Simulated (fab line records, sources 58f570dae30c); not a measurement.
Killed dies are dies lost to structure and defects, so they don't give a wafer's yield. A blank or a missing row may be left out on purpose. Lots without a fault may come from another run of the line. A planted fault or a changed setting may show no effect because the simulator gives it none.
Split-lot experiment | flow berkeley_cmos170 | 5 lots, 23 wafers read, on a route of 331 steps

THE SPLIT
At UCB170_M2_SPUTTER_01 (material Al, target thk 900 nm, time 120 s), the setting time_s was moved away from the recipe's 120 s on 8 of the 23 wafers read, by -14.8% to +12.0%. The other wafers ran this setting at the recipe's value.

FROM THE SPLIT TO THE READING: what the file shows between them, 1 step
- UCB170_M2_RS_MEAS_02: measures by four-point-probe

THE READING
M2_AL_THK, in nm, at UCB170_M2_THK_MEAS_03 (measures by xrf). Fault-free wafers of this fab line usually give 887 nm, standard deviation 10 nm.

wafer  | tool, chamber at the split | time_s as run, s | against the recipe | M2_AL_THK, nm | against lot-mates on the recipe
L076.1 | pvd_sputter-04, -          | 120              | recipe             | 890           | -
L076.2 | pvd_sputter-04, -          | 120              | recipe             | 884           | -
L076.3 | pvd_sputter-04, -          | 120              | recipe             | 884           | -
L076.4 | pvd_sputter-04, -          | 120              | recipe             | 883           | -
L076.6 | pvd_sputter-04, -          | 120              | recipe             | 898           | -
L079.2 | pvd_sputter-01, -          | 131              | +9.2%              | 967           | +81
L079.3 | pvd_sputter-01, -          | 131              | +9.2%              | 973           | +87
L079.4 | pvd_sputter-01, -          | 120              | recipe             | 888           | -
L079.5 | pvd_sputter-01, -          | 120              | recipe             | 887           | -
L079.6 | pvd_sputter-01, -          | 120              | recipe             | 883           | -
L081.1 | pvd_sputter-01, -          | 120              | recipe             | 886           | -
L081.2 | pvd_sputter-01, -          | 102.2            | -14.8%             | 761           | -126
L081.4 | pvd_sputter-01, -          | 120              | recipe             | 887           | -
L081.5 | pvd_sputter-01, -          | 102.2            | -14.8%             | 754           | -132
L081.6 | pvd_sputter-01, -          | 102.2            | -14.8%             | 753           | -134
L083.2 | pvd_sputter-02, -          | 134.4            | +12.0%             | 990           | +103
L083.3 | pvd_sputter-02, -          | 134.4            | +12.0%             | 994           | +107
L083.4 | pvd_sputter-02, -          | 134.4            | +12.0%             | 992           | +105
L083.5 | pvd_sputter-02, -          | 120              | recipe             | 896           | -
L083.6 | pvd_sputter-02, -          | 120              | recipe             | 878           | -
L085.1 | pvd_sputter-04, -          | 120              | recipe             | 892           | -
L085.3 | pvd_sputter-04, -          | 120              | recipe             | 892           | -
L085.6 | pvd_sputter-04, -          | 120              | recipe             | 890           | -

THE FIT
A straight line over all 23 wafers: M2_AL_THK changes by +8.83 nm for each +1% of time_s; r = +1.00; the points scatter about the line by 4.7 nm.
The same after taking each lot's own level away (the mean of its wafers on the recipe; 23 wafers): +8.83 nm for each +1%; r = +1.00; scatter 4.5 nm.
On that fit, the largest move of time_s shifts the reading by 1.3e+02 nm.
The lots' own levels span 886.0 to 891.3 nm, that is 0.5 times the standard deviation above.
So the lot-to-lot level changes the slope little: the two slopes agree.
Check: with one of the wafers moved furthest among these (-14.8%) left out of the fit, the line predicts -132 nm for it against its lot-mates. It came out at -126 nm against them.

OTHER SPLITS ON THESE WAFERS
These wafers also went through other splits before the reading. Each is held against what the fit with the lots' levels taken away leaves over:
other split on the same wafers    | wafers away from the commonest value | r with M2_AL_THK (lot level and that fit taken away)
UCB170_NSD_EXPOSE_03 dose_mj      | 8                                    | -0.25
UCB170_NSD_IMPLANT_08 dose_cm2    | 11                                   | -0.09
UCB170_SILICIDE_SPUTTER_01 time_s | 7                                    | +0.22
UCB170_CONTACT_CVD_01 temp_c      | 15                                   | +0.00
UCB170_CONTACT_COAT_09 spin_rpm   | 10                                   | +0.15
UCB170_M1_METAL_ETCH_12 icp_w     | 10                                   | -0.30

THE WHOLE CHAIN: every reading that the file lists as answering this split, in the file's order
step                  | what it does                               | reading                                                                     | change (the file's fit)               | r (the file's)
UCB170_M2_SPUTTER_01  | material Al, target thk 900 nm, time 120 s | Al_of_M2_SPUTTER_01.thk_nm (the simulator's own value, which no gauge read) | +8.98 nm for each +1% of the setting  | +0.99
UCB170_M2_RS_MEAS_02  | measures by four-point-probe               | M2_AL_RS                                                                    | -0.000336 for each +1% of the setting | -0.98
UCB170_M2_THK_MEAS_03 | measures by xrf                            | M2_AL_THK                                                                   | +8.85 for each +1% of the setting     | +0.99

THE FILE'S OWN FIT
M2_AL_THK changes by +8.85 nm for each +1% of time_s, r = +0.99.
